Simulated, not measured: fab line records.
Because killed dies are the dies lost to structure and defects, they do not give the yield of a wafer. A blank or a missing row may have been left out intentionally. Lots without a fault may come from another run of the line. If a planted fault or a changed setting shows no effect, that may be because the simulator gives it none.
One fault through the eyes of 2 desks || flow berkeley cmos170 || numbers are kept per desk, each desk with only its own; the story behind them comes last

FOR THE TOOL OWNER'S DESK: furnace-02
The tool's own readings at UCB170_FIELD_OXIDATION_01 (target thk 558.3 nm, ox time 7200 s): means of the sampled wafers that have a number, for each lot that ran on this tool. Any lot whose mean is over 4 standard deviations away from the usual mean is out of limits and marked OUT; that distance is given in the brackets.
Columns: A = spike tc centre C at UCB170_FIELD_OXIDATION_01, usual 1002.1 C; B = spike tc load C at UCB170_FIELD_OXIDATION_01, usual 1028.0 C; C = spike tc source C at UCB170_FIELD_OXIDATION_01, usual 1023 C; D = tube center temp C at UCB170_FIELD_OXIDATION_01, usual 1000 C; E = tube_center_temp_C_max at UCB170_FIELD_OXIDATION_01, usual 1002.6
{"lot": "L688", "first seen here": "day 4 15:34", "A": 1001.3, "B": 1030.8, "C": 1018, "D": 1000, "E": 1002.4}
{"lot": "L689", "first seen here": "day 4 15:34", "A": 1000.9, "B": 1030.5, "C": 1020, "D": 1000, "E": 1002.6}
{"lot": "L697", "first seen here": "day 6 23:21", "A": "1021.3 (+16) OUT", "B": "1049.7 (+10) OUT", "C": "1039 (+4.7) OUT", "D": "1020 (+99 or more) OUT", "E": "1022.6 (+48) OUT"}
{"lot": "L698", "first seen here": "day 6 23:21", "A": "1022.3 (+17) OUT", "B": "1050.8 (+11) OUT", "C": "1039 (+4.6) OUT", "D": "1020 (+99 or more) OUT", "E": "1023.0 (+49) OUT"}
{"lot": "L699", "first seen here": "day 6 23:21", "A": "1021.9 (+17) OUT", "B": "1050.9 (+11) OUT", "C": "1039 (+4.7) OUT", "D": "1020 (+99 or more) OUT", "E": "1022.9 (+48) OUT"}
{"lot": "L700", "first seen here": "day 7 05:11", "A": "1021.1 (+16) OUT", "B": "1050.8 (+11) OUT", "C": "1040 (+4.8) OUT", "D": "1020 (+99 or more) OUT", "E": "1022.4 (+47) OUT"}
This desk finds L697, L698, L699, L700 out of limits, L697 being first, at day 6 23:21 (spike tc centre C at UCB170_FIELD_OXIDATION_01). Within limits: L688, L689.

FROM THE METROLOGY DESK
Lot by lot, what the gauges showed, no matter which tool ran the lot: averages of those sampled wafers that carry a number. Any lot whose mean is over 4 standard deviations away from the usual mean is out of limits and marked OUT; that distance is given in the brackets.
Columns: A = NWELL_OVL at UCB170_NWELL_OVL_MEAS_12, usual 1 nm; B = PWELL_NITRIDE_THK at UCB170_PWELL_THK_MEAS_06, usual 221.3 nm; C = FIELD_OXIDE_THK at UCB170_FIELD_THK_MEAS_02, usual 553 nm; D = FIELD_OXIDE_LEFT_1_THK at UCB170_FIELD_THK_MEAS_90, usual 438 nm; E = FIELD_OXIDE_LEFT_2_THK at UCB170_FIELD_THK_MEAS_91, usual 350 nm
{"lot": "L689", "first seen here": "day 2 11:29", "A": 7, "B": 221.8, "C": 546, "D": 429, "E": 342}
{"lot": "L688", "first seen here": "day 2 11:31", "A": -8, "B": 220.5, "C": 556, "D": 441, "E": 353}
{"lot": "L691", "first seen here": "day 3 00:14", "A": 9, "B": 221.6, "C": 556, "D": 441, "E": 353}
{"lot": "L694", "first seen here": "day 3 12:24", "A": 1, "B": 220.2, "C": 559, "D": 444, "E": 357}
{"lot": "L695", "first seen here": "day 3 21:18", "A": 7, "B": 220.3, "C": 564, "D": 449, "E": 361}
{"lot": "L696", "first seen here": "day 3 21:33", "A": 7, "B": 218.3, "C": 547, "D": 431, "E": 343}
{"lot": "L697", "first seen here": "day 4 05:59", "A": 5, "B": 218.2, "C": "628 (+7.9) OUT", "D": "511 (+7.7) OUT", "E": "423 (+7.7) OUT"}
{"lot": "L698", "first seen here": "day 4 11:47", "A": 6, "B": 223.8, "C": "618 (+6.8) OUT", "D": "503 (+6.8) OUT", "E": "415 (+7.0) OUT"}
{"lot": "L699", "first seen here": "day 4 14:51", "A": 10, "B": 224.7, "C": "608 (+5.8) OUT", "D": "493 (+5.8) OUT", "E": "404 (+5.7) OUT"}
{"lot": "L700", "first seen here": "day 4 22:43", "A": 1, "B": 222.5, "C": "622 (+7.3) OUT", "D": "507 (+7.2) OUT", "E": "418 (+7.3) OUT"}
{"lot": "L703", "first seen here": "day 5 13:57", "A": 3, "B": 224.2, "C": 564, "D": 448, "E": 359}
{"lot": "L706", "first seen here": "day 6 03:38", "A": 0, "B": 220.3, "C": 564, "D": 449, "E": 360}
{"lot": "L707", "first seen here": "day 6 14:44", "A": 0, "B": 223.1, "C": 539, "D": 423, "E": 337}
{"lot": "L708", "first seen here": "day 6 14:59", "A": -1, "B": 220.4, "C": 546, "D": 429, "E": 342}
{"lot": "L709", "first seen here": "day 6 19:25", "A": 4, "B": 221.9, "C": 554, "D": 438, "E": 349}
{"lot": "L711", "first seen here": "day 7 02:48", "A": -3, "B": 221.0, "C": 562, "D": 446, "E": 358}
This desk finds L697, L698, L699, L700 out of limits, with the earliest case on L697 at day 7 02:21 (FIELD_OXIDE_THK at UCB170_FIELD_THK_MEAS_02). Within limits: L689, L688, L691, L694, L695, L696, L703, L706, L707, L708, L709, L711.

TAKEN TOGETHER
On L697, L698, L699, L700, at day 6 23:21, an alarm was possible from the tool owner's desk.
At day 7 02:21 the metrology desk could have sounded an alarm, on L697, L698, L699, L700.
Of the lots named, all ran UCB170_FIELD_OXIDATION_01 on furnace-02.

WHAT THE SIMULATOR PUT IN
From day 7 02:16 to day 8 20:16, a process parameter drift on furnace-02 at UCB170_FIELD_OXIDATION_01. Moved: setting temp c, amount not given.
Lots struck among those shown: L697, L698, L699, L700.
